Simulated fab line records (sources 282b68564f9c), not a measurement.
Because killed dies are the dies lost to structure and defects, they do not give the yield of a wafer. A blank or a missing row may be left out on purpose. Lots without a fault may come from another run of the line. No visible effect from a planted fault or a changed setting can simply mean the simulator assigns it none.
Split-lot experiment    flow rit_cmos    23 wafers read from 5 lots, route of 202 steps

ABOUT THE SPLIT
At RIT_PLDD_COAT_01 (resist thk 1000 nm), the setting resist_thk_nm was moved away from the recipe's 1000 nm on 9 of the 23 wafers read, by -3.2% to +5.6%. The other wafers ran this setting at the recipe's value.

FROM THE SPLIT TO THE READING: what the file shows between them, 3 steps
- RIT_PLDD_SOFTBAKE_02: time 60 s
- RIT_PLDD_EXPOSE_03: exposes mask M8, target cd 40900 nm
- RIT_PLDD_DEVELOP_05: develop time 50 s

THE READING
NOVOLAK_of_PLDD_COAT_01.thk_nm (the simulator's own value, which no gauge read), in nm, at RIT_PLDD_HARDBAKE_07 (time 60 s). The file does not state a usual value for it. Across the 14 wafers here that went through the recipe, the average is 886.8 nm and the standard deviation 2.8 nm.

wafer   tool, chamber at the split  resist_thk_nm as run, nm  against the recipe  NOVOLAK_of_PLDD_COAT_01.thk_nm, nm  against lot-mates on the recipe
L074.1  litho_track-04, 0           1000                      recipe              887.9                               -
L074.2  litho_track-04, 0           1000                      recipe              892.1                               -
L074.4  litho_track-04, 0           1044                      +4.4%               928.1                               +38.1
L074.5  litho_track-04, 0           1044                      +4.4%               928.9                               +38.9
L074.6  litho_track-04, 0           1044                      +4.4%               927.4                               +37.4
L076.2  litho_track-02, 0           1000                      recipe              886.6                               -
L076.3  litho_track-02, 0           1000                      recipe              888.2                               -
L076.4  litho_track-02, 0           1000                      recipe              891.1                               -
L076.5  litho_track-02, 0           1000                      recipe              889.6                               -
L076.6  litho_track-02, 0           1000                      recipe              888.6                               -
L077.1  litho_track-02, 0           1056                      +5.6%               933.8                               +48.4
L077.2  litho_track-02, 0           1056                      +5.6%               935                                 +49.6
L077.3  litho_track-02, 0           1056                      +5.6%               935.7                               +50.4
L077.4  litho_track-02, 0           1000                      recipe              883.5                               -
L077.6  litho_track-02, 0           1000                      recipe              887.2                               -
L082.2  litho_track-02, 0           967.6                     -3.2%               855.8                               -29.4
L082.3  litho_track-02, 0           967.6                     -3.2%               856.9                               -28.2
L082.4  litho_track-02, 0           967.6                     -3.2%               860.4                               -24.8
L082.5  litho_track-02, 0           1000                      recipe              884.3                               -
L082.6  litho_track-02, 0           1000                      recipe              886                                 -
L085.3  litho_track-04, 0           1000                      recipe              883                                 -
L085.4  litho_track-04, 0           1000                      recipe              883.2                               -
L085.5  litho_track-04, 0           1000                      recipe              884.5                               -

FIT RESULTS
A straight line over all 23 wafers: NOVOLAK_of_PLDD_COAT_01.thk_nm changes by +8.9 nm for each +1% of resist_thk_nm; r = +0.99; the points scatter about the line by 2.7 nm.
The same after taking each lot's own level away (the mean of its wafers on the recipe; 23 wafers): +8.7 nm for each +1%; r = +1.00; scatter 1.5 nm.
That fit puts the effect of the largest move of resist_thk_nm on the reading at 49 nm.
Measured against the standard deviation above, the lots' own levels, which go from 883.57 to 890.00 nm, span 2.3 times it.
The two slopes are in agreement: the lot-to-lot level therefore moves the slope only a little.
Check: with one of the wafers moved furthest among these (+5.6%) left out of the fit, the line predicts +49 nm for it against its lot-mates. It came out at +48.4 nm against them.

THE WHOLE CHAIN: every reading that the file lists as answering this split, in the file's order
step                  what it does        reading                                                                          change (the file's fit)               r (the file's)
RIT_PLDD_COAT_01      resist thk 1000 nm  NOVOLAK_of_PLDD_COAT_01.thk_nm (the simulator's own value, which no gauge read)  +9.97 nm for each +1% of the setting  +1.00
RIT_PLDD_HARDBAKE_07  time 60 s           NOVOLAK_of_PLDD_COAT_01.thk_nm (the simulator's own value, which no gauge read)  +8.72 nm for each +1% of the setting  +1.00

THE FILE'S OWN FIT
NOVOLAK_of_PLDD_COAT_01.thk_nm changes by +8.72 nm for each +1% of resist_thk_nm, r = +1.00.
